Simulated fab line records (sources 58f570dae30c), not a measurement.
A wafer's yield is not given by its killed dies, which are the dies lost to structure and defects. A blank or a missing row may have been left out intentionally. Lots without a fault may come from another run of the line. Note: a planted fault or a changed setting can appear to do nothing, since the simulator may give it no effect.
Struck lot and sound lot, side by side | flow berkeley_cmos170 | 45 out of 331 route steps
Sound: wafers L794.2, L794.4, L794.6. The struck wafers were L799.2, L799.4, L799.5. The cause is named last.
Each step with rows lists, per side, the tool, then ch with its chambers, then its first start. Under that, the readings that differ: sound wafers | struck wafers | difference of the means | sigmas: that difference in standard deviations of wafers without a fault.
alike: same words and numbers on both sides, and readings whose means sit less than 2 such deviations apart. not compared: any withheld reading, any reading some wafer has no value for, any bound like >300 that may hide the same value, and any number with overlapping values for which the record gives no deviation.
A row with sigmas, a row that says differs or no value, or rows on one side alone: a step with any of these is where the two part. Numbers that have no deviation but don't overlap get no sigmas and don't part them. Lack of a reading on every wafer of one side parts them only where that side has two or more wafers.

UCB170_GATE_STRIP_16: strips in O2.
  sound on plasma_asher-04 ch 0, day 6 16:46; struck on plasma_asher-03 ch 0, day 8 02:58
  alike: drypump_motor_current_A, oes_product_au
  not compared: rf_hours_counter_h
UCB170_GATE_CD_MEAS_90 targets a cd of 350 nm.
  struck on cd_sem-02, day 8 03:05; sound on cd_sem-01, day 6 16:53
  alike: cd_nm
then, 7 steps without rows for these wafers: UCB170_GATE_CLEAN_17 (cleans in SPM, time 600 s); UCB170_PLDD_HMDS_00 (prime time 60 s); UCB170_PLDD_COAT_01 (resist thk 900 nm); UCB170_PLDD_SOFTBAKE_02 (time 60 s); UCB170_PLDD_EXPOSE_03 (exposes mask PSELECT, target cd 1200 nm); UCB170_PLDD_PEB_04; UCB170_PLDD_DEVELOP_05 (develop time 45 s).
UCB170_PLDD_CD_MEAS_06 targets a cd of 1200 nm.
  struck on cd_sem-02, day 8 04:52; sound on cd_sem-01, day 6 18:43
  alike: cd_nm
UCB170_PLDD_OVL_MEAS_07:
  struck on overlay-02, day 8 04:59; sound on overlay-02, day 6 18:49
  alike: PLDD_OVL
following that, these wafers have no rows for 1 step: UCB170_PLDD_IMPLANT_08.
UCB170_PLDD_IMPLANT_09:
  sound on implanter-02 ch 0, day 6 19:01; struck on implanter-02 ch 0, day 8 05:11
  reading       | sound                         | struck                        | difference | sigmas
  dose_ions_cm2 | 4.998e+13 5.008e+13 5.004e+13 | 4.787e+13 4.791e+13 4.791e+13 | -2.137e+12 | -39
UCB170_PLDD_STRIP_10: strips in O2.
  sound on plasma_asher-04 ch 0,1, day 6 19:09; struck on plasma_asher-02 ch 0,1, day 8 05:19
  alike: drypump_motor_current_A, oes_product_au, strip_time_to_endpoint_s
  not compared: rf_hours_counter_h
UCB170_PLDD_TW_MEAS_11:
  struck on film_metro-04, day 8 05:25; sound on film_metro-02, day 6 19:16
  alike: PLDD_TW
then, 7 steps without rows for these wafers: UCB170_PLDD_CLEAN_12 (cleans in SPM, time 600 s); UCB170_NLDD_HMDS_00 (prime time 60 s); UCB170_NLDD_COAT_01 (resist thk 900 nm); UCB170_NLDD_SOFTBAKE_02 (time 60 s); UCB170_NLDD_EXPOSE_03 (exposes mask NSELECT, target cd 1200 nm); UCB170_NLDD_PEB_04; UCB170_NLDD_DEVELOP_05 (develop time 45 s).
UCB170_NLDD_CD_MEAS_06 targets a cd of 1200 nm.
  struck on cd_sem-02, day 8 06:45; sound on cd_sem-01, day 6 20:53
  alike: cd_nm
UCB170_NLDD_OVL_MEAS_07:
  struck on overlay-01, day 8 06:52; sound on overlay-01, day 6 20:59
  alike: NLDD_OVL
then, 2 steps without rows for these wafers: UCB170_NLDD_IMPLANT_08; UCB170_NLDD_IMPLANT_09.
UCB170_NLDD_STRIP_10: strips in O2.
  sound on plasma_asher-04 ch 0,1, day 6 21:19; struck on plasma_asher-02 ch 0,1, day 8 07:11
  reading                     | sound          | struck         | difference | sigmas
  drypump_motor_current_A (A) | 6.14 5.88 6.07 | 5.38 5.83 5.37 | -0.50      | -2
  alike: oes_product_au, strip_time_to_endpoint_s
  not compared: rf_hours_counter_h
UCB170_NLDD_TW_MEAS_11:
  struck on film_metro-03, day 8 07:18; sound on film_metro-02, day 6 21:26
  alike: NLDD_TW
then, 1 step without rows for these wafers: UCB170_NLDD_CLEAN_12 (cleans in SPM, time 600 s).
UCB170_SPACER_CVD_00: deposits SiO2 from TEOS/O2, target thk 376 nm, time 47 s.
  sound on pecvd-01 ch 0,2, day 6 21:40; struck on pecvd-01 ch 1,2, day 8 07:32
  alike: heater_power_w
UCB170_SPACER_THK_MEAS_01:
  struck on film_metro-04, day 8 07:35; sound on film_metro-03, day 6 21:43
  alike: SPACER_TEOS_THK
then, 1 step without rows for these wafers: UCB170_SPACER_ANNEAL_02 (time 1800 s).
UCB170_SPACER_ETCHBACK_03: etches SiO2 in CHF3/CF4/Ar, stops on Si, target depth 376 nm, time 100 s.
  sound on rie_diel-01 ch 1,2, day 7 01:56; struck on rie_diel-03 ch 1,2,3, day 8 12:38
  alike: drypump_motor_current_A, oes_product_au, throttle_valve_pct
  not compared: rf_hours_counter_h
then, 6 steps without rows for these wafers: UCB170_PSD_HMDS_00 (prime time 60 s); UCB170_PSD_COAT_01 (resist thk 900 nm); UCB170_PSD_SOFTBAKE_02 (time 60 s); UCB170_PSD_EXPOSE_03 (exposes mask PSELECT MOD, target cd 1200 nm); UCB170_PSD_PEB_04; UCB170_PSD_DEVELOP_05 (develop time 45 s).
UCB170_PSD_CD_MEAS_06 targets a cd of 1200 nm.
  struck on cd_sem-02, day 8 13:41; sound on cd_sem-01, day 7 02:52
  alike: cd_nm
UCB170_PSD_OVL_MEAS_07:
  struck on overlay-01, day 8 13:47; sound on overlay-02, day 7 02:59
  alike: PSD_OVL
following that, these wafers have no rows for 1 step: UCB170_PSD_IMPLANT_08.
UCB170_SDANNEAL_RS_MEAS_04: measurement is done with a four-point probe.
  struck on film_metro-03, day 8 18:58; sound on film_metro-03, day 7 06:31
  reading          | sound          | struck         | difference | sigmas
  PLDD_RS (ohm/sq) | 1032 1033 1031 | 1046 1051 1050 | +17        | +5
  not compared: hold
UCB170_SDANNEAL_RS_MEAS_05: measurement is done with a four-point probe.
  struck on film_metro-03, day 8 22:54; sound on film_metro-03, day 7 06:38
  reading | sound | struck                                                                     | difference                   | sigmas
  hold    | - - - | await_dispo/3.7h/release await_dispo/3.7h/release await_dispo/3.7h/release | no value on the sound wafers |
  alike: NLDD_RS
following that, these wafers have no rows for 1 step: UCB170_M3_PROBE_99.

## WHERE THEY PART
Last at UCB170_SDANNEAL_RS_MEAS_05 as far as this record goes, first at UCB170_PLDD_IMPLANT_09.

WHY: whatever the simulator had introduced
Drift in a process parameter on implanter-02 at UCB170_PLDD_IMPLANT_09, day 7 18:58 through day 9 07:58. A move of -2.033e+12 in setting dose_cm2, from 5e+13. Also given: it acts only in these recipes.
